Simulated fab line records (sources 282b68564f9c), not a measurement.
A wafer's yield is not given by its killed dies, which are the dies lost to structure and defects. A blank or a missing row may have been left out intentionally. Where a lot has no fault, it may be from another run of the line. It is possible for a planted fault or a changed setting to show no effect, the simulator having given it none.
fab line records -- flow ritCmos
record lots=6, wafers=18, lastDay=7
route steps=202 shown SILICIDE@161 CONTACT@168 M1@202
lots untouched by any fault: they come from a run of this same line in which no faults occurred
startH: hours from the record's first day to the start of the lot's first wafer shown -- waitH: hours elapsed since this lot's preceding step -- " the same as in the row above -- L1.1+2: one row covering several wafers at once -- - value missing, or start not given -- * or withheld: withheld -- < > ~ a bound
route shown NAME@n: names a module that has steps shown in the file, with the first one's number in the route -- usual: average and standard deviation across the fault-free wafers -- same: alike in all rows -- chamber/n: place in a boat -- sites: per-site readings -- _std_site: the standard deviation of these -- _edge_site: outer sites' mean less inner sites' -- radiusMm: how far each site lies from the wafer's centre -- mask NAME#n: copy n -- behind: the tool/chamber that last shaped the wafer -- hold: reason for holding the lot/hours on hold/outcome of the hold -- device: transistor that didn't switch, given as n, p or np -- end of line: tests run on the same wafers once the route is complete -- a step with no rows: only its recipe -- killed: not the wafer's yield, but the dies lost to structure and defects at the first sort -- map: the dies of a wafer, with x for killed, . for not killed, _ for no die there
set.NAME: the setting the step ran with; set.NAME@STEP: the setting that earlier step ran with -- model.NAME: the simulator's own value behind a step, which no gauge read
certain route steps with their lots: each step a table, each wafer a row
services: the hour from which a tool's chamber was out of use, counted from the record's first day as startH (under 0 if before that day), plus the number of hours and why
## steps
# step RIT_SILICIDE_WET_ETCH_00
# recipe chemistry=BOE, target=SiO2, targetDepthNm=14, timeS=15, dry=n2Spin, dilution=10:1, tempC=21.5
# step RIT_SILICIDE_SPUTTER_01
# recipe material=Ti, targetThkNm=30, powerW=350, chamberPressurePa=0.6897, gas=Ar, timeS=240, substrateTempC=25
# usual throttleValvePct=29.8/1.1
lot.wafer,tool,chamber,startH,waitH,throttleValvePct
L632.1,pvdSputter-02,-,54.13,0.0,31.5
L632.3,pvdSputter-02,-,54.13,0.0,29.6
L632.4,pvdSputter-02,-,54.13,0.0,31.3
L634.1,pvdSputter-02,-,62.69,0.0,29.8
L634.4,pvdSputter-02,-,62.69,0.0,31.5
L634.5,pvdSputter-02,-,62.69,0.0,30.1
L646.1,pvdSputter-02,-,120.90,0.0,31.5
L646.2,pvdSputter-02,-,120.90,0.0,29.9
L646.3,pvdSputter-02,-,120.90,0.0,28.8
L648.1,pvdSputter-02,-,130.76,0.0,31.4
L648.4,pvdSputter-02,-,130.76,0.0,29.7
L648.5,pvdSputter-02,-,130.76,0.0,29.7
L651.2,pvdSputter-04,-,146.54,0.0,28.0
L651.4,pvdSputter-04,-,146.54,0.0,29.8
L651.6,pvdSputter-04,-,146.54,0.0,29.6
L653.1,pvdSputter-04,-,157.18,0.0,29.6
L653.2,pvdSputter-04,-,157.18,0.0,27.9
L653.4,pvdSputter-04,-,157.18,0.0,29.7
# step RIT_SILICIDE_RS_MEAS_02
# recipe thkMeasGauge=four-point-probe, reads=Ti_of_SILICIDE_SPUTTER_01
# usual SILICIDE_TI_RS=51.7/0.81
lot.wafer,tool,chamber,startH,waitH,SILICIDE_TI_RS[ohm/sq]
L632.1,filmMetro-04,-,54.28,0.1,51.5
L632.3,filmMetro-04,-,54.28,0.1,51.7
L632.4,filmMetro-04,-,54.28,0.1,51.7
L634.1,filmMetro-03,-,62.84,0.1,50.3
L634.4,filmMetro-03,-,62.84,0.1,50.3
L634.5,filmMetro-03,-,62.84,0.1,50.6
L646.1,filmMetro-04,-,121.06,0.1,51.0
L646.2,filmMetro-04,-,121.06,0.1,51.6
L646.3,filmMetro-04,-,121.06,0.1,50.7
L648.1,filmMetro-04,-,130.91,0.1,51.6
L648.4,filmMetro-04,-,130.91,0.1,51.8
L648.5,filmMetro-04,-,130.91,0.1,51.9
L651.2,filmMetro-04,-,146.71,0.1,50.1
L651.4,filmMetro-04,-,146.71,0.1,51.0
L651.6,filmMetro-04,-,146.71,0.1,50.7
L653.1,filmMetro-01,-,157.34,0.1,53.2
L653.2,filmMetro-01,-,157.34,0.1,52.6
L653.4,filmMetro-01,-,157.34,0.1,53.4
# step RIT_SILICIDE_THK_MEAS_03
# recipe thkMeasGauge=xrf, reads=Ti_of_SILICIDE_SPUTTER_01
# usual SILICIDE_TI_THK=29.4/0.37
lot.wafer,tool,chamber,startH,waitH,SILICIDE_TI_THK[nm]
L632.1,filmMetro-04,-,54.40,0.1,29.5
L632.3,filmMetro-04,-,54.40,0.1,29.3
L632.4,filmMetro-04,-,54.40,0.1,29.2
L634.1,filmMetro-03,-,62.96,0.1,30.3
L634.4,filmMetro-03,-,62.96,0.1,30.3
L634.5,filmMetro-03,-,62.96,0.1,30.0
L646.1,filmMetro-04,-,121.18,0.1,29.7
L646.2,filmMetro-04,-,121.18,0.1,29.4
L646.3,filmMetro-04,-,121.18,0.1,29.8
L648.1,filmMetro-04,-,131.03,0.1,29.4
L648.4,filmMetro-04,-,131.03,0.1,29.4
L648.5,filmMetro-04,-,131.03,0.1,29.3
L651.2,filmMetro-04,-,146.82,0.1,30.1
L651.4,filmMetro-04,-,146.82,0.1,29.6
L651.6,filmMetro-04,-,146.82,0.1,29.8
L653.1,filmMetro-01,-,157.46,0.1,28.9
L653.2,filmMetro-01,-,157.46,0.1,29.1
L653.4,filmMetro-01,-,157.46,0.1,28.7
# step RIT_SILICIDE_RTA_04
# recipe tempC=650, timeS=10, idleTempC=25, rampUpS=5, rampDownS=5, coolToC=25, ambient=N2
# usual wafer_temp_C_max=652.6/1.3
lot.wafer,tool,chamber,startH,waitH,wafer_temp_C_max
L632.1,rtpAnneal-02,0,54.46,0.1,651.9
L632.3,rtpAnneal-02,0,54.46,0.1,651.7
L632.4,rtpAnneal-02,0,54.46,0.1,652.4
L634.1,rtpAnneal-02,0,63.02,0.1,651.5
L634.4,rtpAnneal-02,0,63.02,0.1,651.7
L634.5,rtpAnneal-02,0,63.02,0.1,651.9
L646.1,rtpAnneal-01,0,121.24,0.1,654.2
L646.2,rtpAnneal-01,0,121.24,0.1,655.3
L646.3,rtpAnneal-01,0,121.24,0.1,654.8
L648.1,rtpAnneal-01,0,131.09,0.1,653.8
L648.4,rtpAnneal-01,0,131.09,0.1,654.4
L648.5,rtpAnneal-01,0,131.09,0.1,654.1
L651.2,rtpAnneal-02,0,146.88,0.1,652.1
L651.4,rtpAnneal-02,0,146.88,0.1,651.8
L651.6,rtpAnneal-02,0,146.88,0.1,652.8
L653.1,rtpAnneal-02,0,157.52,0.1,651.6
L653.2,rtpAnneal-02,0,157.52,0.1,651.9
L653.4,rtpAnneal-02,0,157.52,0.1,651.9
# step RIT_SILICIDE_WET_ETCH_05
# recipe chemistry=SPM, target=Ti, tempC=90, timeS=120, dry=n2Spin
# step RIT_SILICIDE_RTA_06
# recipe tempC=750, timeS=10, idleTempC=25, rampUpS=5, rampDownS=10, coolToC=25, ambient=N2
# usual wafer_temp_C_max=753.2/1.5
lot.wafer,tool,chamber,startH,waitH,wafer_temp_C_max
L632.1,rtpAnneal-02,0,54.58,0.0,752.2
L632.3,rtpAnneal-02,0,54.58,0.0,752.3
L632.4,rtpAnneal-02,0,54.58,0.0,752.7
L634.1,rtpAnneal-02,0,63.13,0.0,752.6
L634.4,rtpAnneal-02,0,63.13,0.0,752.2
L634.5,rtpAnneal-02,0,63.13,0.0,752.1
L646.1,rtpAnneal-02,0,121.36,0.0,752.3
L646.2,rtpAnneal-02,0,121.36,0.0,752.4
L646.3,rtpAnneal-02,0,121.36,0.0,752.1
L648.1,rtpAnneal-02,0,131.21,0.0,752.6
L648.4,rtpAnneal-02,0,131.21,0.0,752.0
L648.5,rtpAnneal-02,0,131.21,0.0,752.3
L651.2,rtpAnneal-01,0,146.98,0.0,754.7
L651.4,rtpAnneal-01,0,146.98,0.0,754.7
L651.6,rtpAnneal-01,0,146.98,0.0,755.9
L653.1,rtpAnneal-01,0,157.63,0.0,755.2
L653.2,rtpAnneal-01,0,157.63,0.0,754.9
L653.4,rtpAnneal-01,0,157.63,0.0,756.1
# step RIT_CONTACT_CVD_00
# recipe material=SiO2, targetThkNm=400, precursor=TEOS, tempC=390, timeS=61, rfW=400
# usual heaterPowerW=336/50
lot.wafer,tool,chamber,startH,waitH,heaterPowerW
L632.1,pecvd-03,0,54.65,0.1,358
L632.3,pecvd-03,2,54.65,0.1,317
L632.4,pecvd-03,1,54.65,0.1,299
L634.1,pecvd-04,1,63.20,0.1,368
L634.4,pecvd-04,1,63.20,0.1,361
L634.5,pecvd-04,2,63.20,0.1,351
L646.1,pecvd-01,2,121.43,0.1,374
L646.2,pecvd-01,0,121.43,0.1,454
L646.3,pecvd-01,0,121.43,0.1,452
L648.1,pecvd-03,0,131.28,0.1,357
L648.4,pecvd-03,1,131.28,0.1,341
L648.5,pecvd-03,0,131.28,0.1,369
L651.2,pecvd-03,1,147.04,0.0,350
L651.4,pecvd-03,0,147.04,0.0,353
L651.6,pecvd-03,2,147.04,0.0,302
L653.1,pecvd-04,0,157.70,0.1,277
L653.2,pecvd-04,2,157.70,0.1,298
L653.4,pecvd-04,0,157.70,0.1,296
# step RIT_CONTACT_THK_MEAS_01
# recipe reads=SiO2_of_CONTACT_CVD_00
# usual CONTACT_TEOS_THK=400/4.9
lot.wafer,tool,chamber,startH,waitH,CONTACT_TEOS_THK[nm]
L632.1,filmMetro-03,-,54.70,0.0,390
L632.3,filmMetro-03,-,54.70,0.0,392
L632.4,filmMetro-03,-,54.70,0.0,398
L634.1,filmMetro-03,-,63.25,0.0,400
L634.4,filmMetro-03,-,63.25,0.0,408
L634.5,filmMetro-03,-,63.25,0.0,409
L646.1,filmMetro-03,-,121.50,0.1,389
L646.2,filmMetro-03,-,121.50,0.1,394
L646.3,filmMetro-03,-,121.50,0.1,402
L648.1,filmMetro-03,-,131.33,0.0,398
L648.4,filmMetro-03,-,131.33,0.0,402
L648.5,filmMetro-03,-,131.33,0.0,407
L651.2,filmMetro-02,-,147.10,0.0,396
L651.4,filmMetro-02,-,147.10,0.0,402
L651.6,filmMetro-02,-,147.10,0.0,401
L653.1,filmMetro-03,-,157.75,0.0,397
L653.2,filmMetro-03,-,157.75,0.0,397
L653.4,filmMetro-03,-,157.75,0.0,402
# step RIT_CONTACT_HMDS_02
# recipe primeTimeS=60, primeTempC=140
# step RIT_CONTACT_COAT_03
# recipe resist=NOVOLAK, spinRpm=3250, resistThkNm=1000
# step RIT_CONTACT_SOFTBAKE_04
# recipe resist=NOVOLAK, tempC=90, timeS=60
# step RIT_CONTACT_EXPOSE_05
# recipe maskId=M11, na=0.6, sourceShape=conventional, sigmaOuter=0.5, targetCdNm=1000, doseMj=250
lot.wafer,tool,chamber,startH,waitH,mask,model.CONTACT.overlayXNm
L632.1+3+4,ilineStepper-01,0,55.33,0.2,M11#0,0.5247
L634.1+4+5,ilineStepper-02,0,63.88,0.2,M11#0,0.08319
L646.1+2+3,ilineStepper-01,0,122.01,0.1,M11#0,241.2
L648.1+4+5,ilineStepper-01,0,131.84,0.1,M11#0,240
L651.2+4+6,ilineStepper-02,0,147.75,0.2,M11#0,1.256
L653.1+2+4,ilineStepper-02,0,158.38,0.2,M11#0,0.6312
# step RIT_CONTACT_PEB_06
# recipe resist=NOVOLAK, tempC=withheld, timeS=withheld
# step RIT_CONTACT_DEVELOP_07
# recipe resist=NOVOLAK, developTimeS=125.5, devTempC=23
# step RIT_CONTACT_CD_MEAS_08
# recipe targetCdNm=1000
# usual cdNm=999.6/2
lot.wafer,tool,chamber,startH,waitH,cdNm
L632.1,cdSem-01,-,55.85,-,1000.3
L632.3,cdSem-01,-,55.85,-,1000.4
L632.4,cdSem-01,-,55.85,-,999.1
L634.1,cdSem-02,-,64.40,-,997.0
L634.4,cdSem-02,-,64.40,-,997.2
L634.5,cdSem-02,-,64.40,-,998.1
L646.1,cdSem-01,-,122.53,-,1001.0
L646.2,cdSem-01,-,122.53,-,999.3
L646.3,cdSem-01,-,122.53,-,997.9
L648.1,cdSem-02,-,132.36,-,998.7
L648.4,cdSem-02,-,132.36,-,997.5
L648.5,cdSem-02,-,132.36,-,995.4
L651.2,cdSem-02,-,148.48,-,1000.8
L651.4,cdSem-02,-,148.48,-,999.2
L651.6,cdSem-02,-,148.48,-,999.1
L653.1,cdSem-01,-,158.90,-,997.9
L653.2,cdSem-01,-,158.90,-,996.8
L653.4,cdSem-01,-,158.90,-,996.8
# step RIT_CONTACT_OVL_MEAS_09
# usual CONTACT_OVL=0.7/1.5
lot.wafer,tool,chamber,startH,waitH,CONTACT_OVL[nm]
L632.1,overlay-02,-,55.97,0.1,1.1
L632.3,overlay-02,-,55.97,0.1,3.0
L632.4,overlay-02,-,55.97,0.1,-0.5
L634.1,overlay-01,-,64.52,0.1,2.8
L634.4,overlay-01,-,64.52,0.1,0.1
L634.5,overlay-01,-,64.52,0.1,2.1
L646.1,overlay-02,-,122.65,0.1,240.5
L646.2,overlay-02,-,122.65,0.1,242.0
L646.3,overlay-02,-,122.65,0.1,239.4
L648.1,overlay-02,-,132.48,0.1,240.4
L648.4,overlay-02,-,132.48,0.1,238.0
L648.5,overlay-02,-,132.48,0.1,240.2
L651.2,overlay-02,-,148.59,0.1,1.9
L651.4,overlay-02,-,148.59,0.1,3.3
L651.6,overlay-02,-,148.59,0.1,3.7
L653.1,overlay-01,-,159.02,0.1,2.7
L653.2,overlay-01,-,159.02,0.1,3.2
L653.4,overlay-01,-,159.02,0.1,2.4
# step RIT_CONTACT_HARDBAKE_10
# recipe resist=NOVOLAK, tempC=140, timeS=60
# step RIT_M1_PROBE_99
# usual killed_at_M0_to_M3=0.0/0.2, killedAtContacts=0.1/0.32, killedAtFrontEnd=6.7/2.9, killedDies=6.8/2.9, killedOnRim=1.8/1.4, killedOpen=3.3/1.7, killedShort=3.4/2.1
# same grossDies=264, killed_at_M4_up=0, killedAtBackSide=0, killedAtOther=0
lot.wafer,tool,chamber,startH,waitH,killed_at_M0_to_M3,killedAtContacts,killedAtFrontEnd,killedDies,killedOnRim,killedOpen,killedShort,model.etest.nmos_0p15.junctionLog10AUm,model.etest.contactToGate.overLimit,model.etest.contactToGate.short,model.etest.nmosNarrow.offLog10AUm,model.etest.gateEndArray.leakLog10AUm,model.etest.nmos_0p3.offLog10AUm,model.etest.pmos_0p15.junctionLog10AUm,model.etest.contactDiodeArray.leakLog10A
L632.1,prober-02,-,61.17,0.1,0,0,4,4,0,2,2,-13.61,0,0,-13.14,-12.88,-13.01,-13.95,-9.235
L632.3,prober-02,-,61.27,0.2,0,0,5,5,1,2,3,-13.6,0,0,-13.23,-13.01,-13.08,-13.77,-9.302
L632.4,prober-02,-,61.32,0.2,0,0,4,4,3,4,0,-13.34,0,0,-13.26,-13.24,-13.32,-13.76,-9.389
L634.1,prober-02,-,72.85,0.1,0,0,3,3,1,2,1,-13.67,0,0,-13.4,-13.06,-13.17,-13.8,-9.267
L634.4,prober-02,-,73.00,0.2,0,0,5,5,0,2,3,-13.45,0,0,-13.26,-13.1,-13.19,-13.88,-9.358
L634.5,prober-02,-,73.05,0.2,0,0,2,2,1,0,2,-13.73,0,0,-13.14,-12.99,-13.23,-13.82,-9.164
L646.1,prober-02,-,128.44,0.1,0,0,4,4,0,3,1,-12.32,1,1,-12.29,-12.13,-12.26,-13.21,-8.893
L646.2,prober-02,-,128.49,0.1,0,0,6,6,1,1,5,-12.39,1,1,-12.37,-12.11,-12.32,-13.25,-9.001
L646.3,prober-02,-,128.54,0.2,0,0,7,7,1,4,3,-12.53,1,1,-12.48,-12.18,-12.43,-13.38,-8.953
L648.1,prober-02,-,140.20,0.1,0,0,1,1,1,1,0,-12.54,1,1,-12.54,-12.3,-12.48,-13.38,-8.945
L648.4,prober-02,-,140.35,0.2,0,1,2,3,0,2,1,-12.64,1,1,-12.59,-12.28,-12.5,-13.43,-9.123
L648.5,prober-02,-,140.40,0.2,0,0,2,2,0,0,2,-12.71,1,1,-12.63,-12.38,-12.6,-13.5,-9.052
L651.2,prober-01,-,154.39,0.1,1,0,6,7,1,4,2,-13.69,0,0,-13.39,-13.04,-13.2,-13.89,-9.707
L651.4,prober-01,-,154.49,0.2,0,0,2,2,1,2,0,-13.55,0,0,-13.25,-12.93,-13.1,-13.84,-9.412
L651.6,prober-01,-,154.59,0.2,1,0,6,7,2,1,5,-13.54,0,0,-13.35,-13.04,-13.31,-13.87,-9.427
L653.1,prober-01,-,165.07,0.1,0,0,7,7,4,5,2,-13.5,0,0,-13.3,-12.88,-13.16,-13.71,-9.525
L653.2,prober-01,-,165.12,0.1,0,0,5,5,1,3,2,-13.56,0,0,-13.08,-12.76,-12.93,-13.87,-9.486
L653.4,prober-01,-,165.22,0.2,0,0,7,7,1,2,5,-13.69,0,0,-13.16,-12.75,-12.96,-13.75,-9.603
# killed by level:class
L632.1 REOX:geometricParticle:short=2 GATE:geometricParticle:open=1 REOX:geometricParticle:open=1
L632.3 FOX2:geometricParticle:short=2 REOX:geometricParticle:open=1 SILICIDE:geometricParticle:open=1 SILICIDE:geometricParticle:short=1
L632.4 SPACER:geometricParticle:open=2 GATE:geometricParticle:open=1 SILICIDE:geometricParticle:open=1
L634.1 FOX1:geometricParticle:short=1 GATE:geometricParticle:open=1 SILICIDE:geometricParticle:open=1
L634.4 FOX1:geometricParticle:short=2 GATE:geometricParticle:short=1 GATE:geometricParticle:open=1 SPACER:geometricParticle:open=1
L634.5 SPACER:geometricParticle:short=1 SILICIDE:geometricParticle:short=1
L646.1 GATE:geometricParticle:open=3 GATE:geometricParticle:short=1
L646.2 GATE:geometricParticle:short=3 FOX1:geometricParticle:short=1 GATE:geometricParticle:open=1 SILICIDE:geometricParticle:short=1
L646.3 GATE:geometricParticle:open=2 FOX1:geometricParticle:short=1 GATE:geometricParticle:short=1 REOX:geometricParticle:open=1 REOX:geometricParticle:short=1 SILICIDE:geometricParticle:open=1
L648.1 GATE:geometricParticle:open=1
L648.4 GATE:geometricParticle:short=1 GATE:geometricParticle:open=1 CONTACT:geometricParticle:open=1
L648.5 FOX2:geometricParticle:short=1 SILICIDE:geometricParticle:short=1
L651.2 REOX:geometricParticle:open=2 FOX1:geometricParticle:short=1 GATE:geometricParticle:open=1 SPACER:geometricParticle:open=1 SILICIDE:geometricParticle:short=1 M1:coatMicrobubblePrinted=1
L651.4 GATE:geometricParticle:open=2
L651.6 GATE:geometricParticle:short=4 FOX1:geometricParticle:short=1 GATE:geometricParticle:open=1 M1:coatMicrobubblePrinted=1
L653.1 FOX1:geometricParticle:open=2 FOX1:geometricParticle:short=1 GATE:geometricParticle:open=1 REOX:geometricParticle:short=1 REOX:geometricParticle:open=1 SPACER:geometricParticle:open=1
L653.2 GATE:geometricParticle:open=2 GATE:geometricParticle:short=1 REOX:geometricParticle:short=1 SPACER:geometricParticle:open=1
L653.4 GATE:geometricParticle:short=2 FOX1:geometricParticle:short=1 GATE:geometricParticle:open=1 REOX:geometricParticle:short=1 SPACER:geometricParticle:short=1 SPACER:geometricParticle:open=1
## services
tool,chamber,startH,hours,kind
pecvd-01,1,32.83,21.3,repair
rtpAnneal-01,-,37.93,58.4,pm
ilineStepper-01,-,39.23,2.1,pm
ilineStepper-01,-,41.32,-,consumableReplace:lamp
pvdSputter-02,-,43.34,7.5,repair
ilineStepper-02,0,49.84,-,calibration
pecvd-03,1,52.39,2.1,repair
pecvd-03,-,75.98,28.1,pm
pecvd-01,-,78.73,0.8,pm
pecvd-04,-,79.18,0.7,repair
ilineStepper-01,-,94.29,4.7,repair
ilineStepper-02,-,101.10,-,consumableReplace:lamp
pvdSputter-04,-,103.01,4.5,repair
pecvd-01,1,118.47,9.7,repair
ilineStepper-02,-,119.09,6.5,repair
pecvd-04,1,126.44,6.1,repair
pecvd-01,0,131.23,3.6,repair
## key
firstSign step=RIT_CONTACT_OVL_MEAS_09, reading=CONTACT_OVL, direction=up, sigmas=99+, usual=0.7, struck=240.1
effect none on later readings
modelEffect step=RIT_CONTACT_EXPOSE_05, value=CONTACT.overlayXNm, without=0.623, struck=240.6
modelEffect step=RIT_M1_PROBE_99, value=etest.nmos_0p15.junctionLog10AUm, without=-13.53, struck=-12.52
metAt RIT_CONTACT_EXPOSE_05
struckWafers L646.1,L646.2,L646.3,L648.1,L648.4,L648.5
testerLeftOut L646,L648
onsetBetween 55.33 122.01
alsoFits RIT_SILICIDE_SPUTTER_01:pvdSputter-02,RIT_SILICIDE_RTA_04:rtpAnneal-01,RIT_SILICIDE_RTA_06:rtpAnneal-02
fault kind=scannerMatchingOverlay, tool=ilineStepper-01, chamber=-, onsetH=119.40, steps=RIT_CONTACT_EXPOSE_05, offset=240
# testerLeftOut: of these lots the tester's yield and bins aren't shown, on N5 and GAA mostly nor the transistor test; their killed dies are dies lost to structure and defects alone, not to doping, threshold or leakage, so they don't give the yield
